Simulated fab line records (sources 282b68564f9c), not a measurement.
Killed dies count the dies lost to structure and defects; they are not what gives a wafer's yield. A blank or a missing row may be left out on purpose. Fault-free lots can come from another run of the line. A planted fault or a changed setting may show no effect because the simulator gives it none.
The tool behind it: which one? :: flow rit_cmos :: 15 lots, 45 wafers sampled, at 2 steps of a route of 202

WHAT THE GAUGES READ, wafer by wafer
No reading from a measuring or inspecting step in the record can be judged against a usual standard deviation.

WHAT TOOL EACH LOT RAN ON (gives the tool, then ch and the chambers of the sampled wafers, and finally the start)
lot: L521
RIT_FOX2_OXIDATION_00: furnace-03 ch 0, day 1 21:01
RIT_M1_PROBE_99: -

lot: L523
RIT_FOX2_OXIDATION_00: furnace-01 ch 0, day 2 07:08
RIT_M1_PROBE_99: -

lot: L524
RIT_FOX2_OXIDATION_00: furnace-01 ch 0, day 2 12:17
RIT_M1_PROBE_99: -

lot: L525
RIT_FOX2_OXIDATION_00: furnace-01 ch 0, day 2 18:41
RIT_M1_PROBE_99: -

lot: L526
RIT_FOX2_OXIDATION_00: furnace-03 ch 0, day 2 21:15
RIT_M1_PROBE_99: -

lot: L527
RIT_FOX2_OXIDATION_00: furnace-03 ch 0, day 3 01:34
RIT_M1_PROBE_99: -

lot: L529
RIT_FOX2_OXIDATION_00: furnace-03 ch 0, day 3 11:02
RIT_M1_PROBE_99: -

lot: L533
RIT_FOX2_OXIDATION_00: furnace-04 ch 0, day 4 10:52
RIT_M1_PROBE_99: prober-02, day 6 14:51

lot: L537
RIT_FOX2_OXIDATION_00: furnace-04 ch 0, day 5 07:55
RIT_M1_PROBE_99: -

lot: L539
RIT_FOX2_OXIDATION_00: furnace-04 ch 0, day 5 19:29
RIT_M1_PROBE_99: -

lot: L540
RIT_FOX2_OXIDATION_00: furnace-01 ch 0, day 5 23:26
RIT_M1_PROBE_99: -

lot: L541
RIT_FOX2_OXIDATION_00: furnace-03 ch 0, day 5 23:44
RIT_M1_PROBE_99: -

lot: L542
RIT_FOX2_OXIDATION_00: furnace-01 ch 0, day 6 04:52
RIT_M1_PROBE_99: -

lot: L543
RIT_FOX2_OXIDATION_00: furnace-03 ch 0, day 6 13:15
RIT_M1_PROBE_99: -

lot: L544
RIT_FOX2_OXIDATION_00: furnace-01 ch 0, day 6 17:04
RIT_M1_PROBE_99: -
- RIT_FOX2_OXIDATION_00: target thk 350.7 nm, ox time 1130 s.
- RIT_M1_PROBE_99

WHAT THE TOOLS THEMSELVES READ (means of the sampled wafers that have a number; where no wafer has one, the mark that the record gives instead)
RIT_FOX2_OXIDATION_00. Usual: spike_tc_centre_C 1102.6 C, standard deviation 1.4; spike_tc_load_C 1129.4 C, standard deviation 1.1; spike_tc_source_C 1125.1 C, standard deviation 1.3; tube_center_temp_C 1100 C, standard deviation 0.096; tube_center_temp_C_max 1102.9, standard deviation 0.46.
lot: L521
tool: furnace-03
spike_tc_centre_C (C): 1103.7
spike_tc_load_C (C): 1129.2
spike_tc_source_C (C): 1124.5
tube_center_temp_C (C): 1100
tube_center_temp_C_max: 1103.4
flag: 

lot: L523
tool: furnace-01
spike_tc_centre_C (C): 1101.4
spike_tc_load_C (C): 1130.8
spike_tc_source_C (C): 1126.8
tube_center_temp_C (C): 1100
tube_center_temp_C_max: 1102.8
flag: 

lot: L524
tool: furnace-01
spike_tc_centre_C (C): 1101.9
spike_tc_load_C (C): 1129.4
spike_tc_source_C (C): 1125.5
tube_center_temp_C (C): 1100
tube_center_temp_C_max: 1103.2
flag: 

lot: L525
tool: furnace-01
spike_tc_centre_C (C): 1101.9
spike_tc_load_C (C): 1129.2
spike_tc_source_C (C): 1125.9
tube_center_temp_C (C): 1100
tube_center_temp_C_max: 1102.9
flag: 

lot: L526
tool: furnace-03
spike_tc_centre_C (C): 1097.7
spike_tc_load_C (C): 1123.6
spike_tc_source_C (C): 1118.9
tube_center_temp_C (C): 1094
tube_center_temp_C_max: 1096.6
flag: OFF

lot: L527
tool: furnace-03
spike_tc_centre_C (C): 1097.0
spike_tc_load_C (C): 1124.3
spike_tc_source_C (C): 1119.4
tube_center_temp_C (C): 1094
tube_center_temp_C_max: 1096.8
flag: OFF

lot: L529
tool: furnace-03
spike_tc_centre_C (C): 1098.0
spike_tc_load_C (C): 1123.4
spike_tc_source_C (C): 1119.5
tube_center_temp_C (C): 1094
tube_center_temp_C_max: 1096.8
flag: OFF

lot: L533
tool: furnace-04
spike_tc_centre_C (C): 1102.2
spike_tc_load_C (C): 1128.7
spike_tc_source_C (C): 1123.3
tube_center_temp_C (C): 1100
tube_center_temp_C_max: 1102.6
flag: 

lot: L537
tool: furnace-04
spike_tc_centre_C (C): 1102.6
spike_tc_load_C (C): 1128.6
spike_tc_source_C (C): 1123.9
tube_center_temp_C (C): 1100
tube_center_temp_C_max: 1103.1
flag: 

lot: L539
tool: furnace-04
spike_tc_centre_C (C): 1101.9
spike_tc_load_C (C): 1128.6
spike_tc_source_C (C): 1124.4
tube_center_temp_C (C): 1100
tube_center_temp_C_max: 1103.3
flag: 

lot: L540
tool: furnace-01
spike_tc_centre_C (C): 1100.4
spike_tc_load_C (C): 1130.2
spike_tc_source_C (C): 1125.5
tube_center_temp_C (C): 1100
tube_center_temp_C_max: 1103.1
flag: 

lot: L541
tool: furnace-03
spike_tc_centre_C (C): 1102.8
spike_tc_load_C (C): 1129.8
spike_tc_source_C (C): 1124.8
tube_center_temp_C (C): 1100
tube_center_temp_C_max: 1103.4
flag: 

lot: L542
tool: furnace-01
spike_tc_centre_C (C): 1101.1
spike_tc_load_C (C): 1129.5
spike_tc_source_C (C): 1126.7
tube_center_temp_C (C): 1100
tube_center_temp_C_max: 1102.9
flag: 

lot: L543
tool: furnace-03
spike_tc_centre_C (C): 1104.0
spike_tc_load_C (C): 1130.1
spike_tc_source_C (C): 1125.1
tube_center_temp_C (C): 1100
tube_center_temp_C_max: 1102.7
flag: 

lot: L544
tool: furnace-01
spike_tc_centre_C (C): 1100.7
spike_tc_load_C (C): 1128.7
spike_tc_source_C (C): 1126.2
tube_center_temp_C (C): 1100
tube_center_temp_C_max: 1102.7
flag: 

RIT_M1_PROBE_99. Usual: killed_at_contacts 0.1, standard deviation 0.25; killed_at_front_end 7, standard deviation 3.2; killed_dies 7, standard deviation 3.2; killed_open 3.5, standard deviation 2.2; killed_short 3.6, standard deviation 2.1.
lot: L533
tool: prober-02
killed_at_contacts: 0.0
killed_at_front_end: 7
killed_dies: 7
killed_open: 2.7
killed_short: 4.7
flag: 

THE ANSWER, worked out from the rows above alone
Rule: a lot counts as off when the mean over its wafers that have a number is more than 3 standard deviations away from the usual mean. Also off: a lot with no number at a reading for which 4 or more lots have one. The other lots that the step has rows for count as sound. After the gauges, taken in route order, come the tools' own readings; for these a lot's mean is taken, as printed above. At the first step where some lot is off, the reading lying furthest off is the one used; lots without a number count as furthest.
Off: L526, L527, L529 (RIT_FOX2_OXIDATION_00, tube_center_temp_C).
If a tool, at that step or one of the process steps before it, ran each lot that is off and ran no sound lot following the first of them, it fits. Of those tried, none fits.

WHAT THE SIMULATOR PUT IN
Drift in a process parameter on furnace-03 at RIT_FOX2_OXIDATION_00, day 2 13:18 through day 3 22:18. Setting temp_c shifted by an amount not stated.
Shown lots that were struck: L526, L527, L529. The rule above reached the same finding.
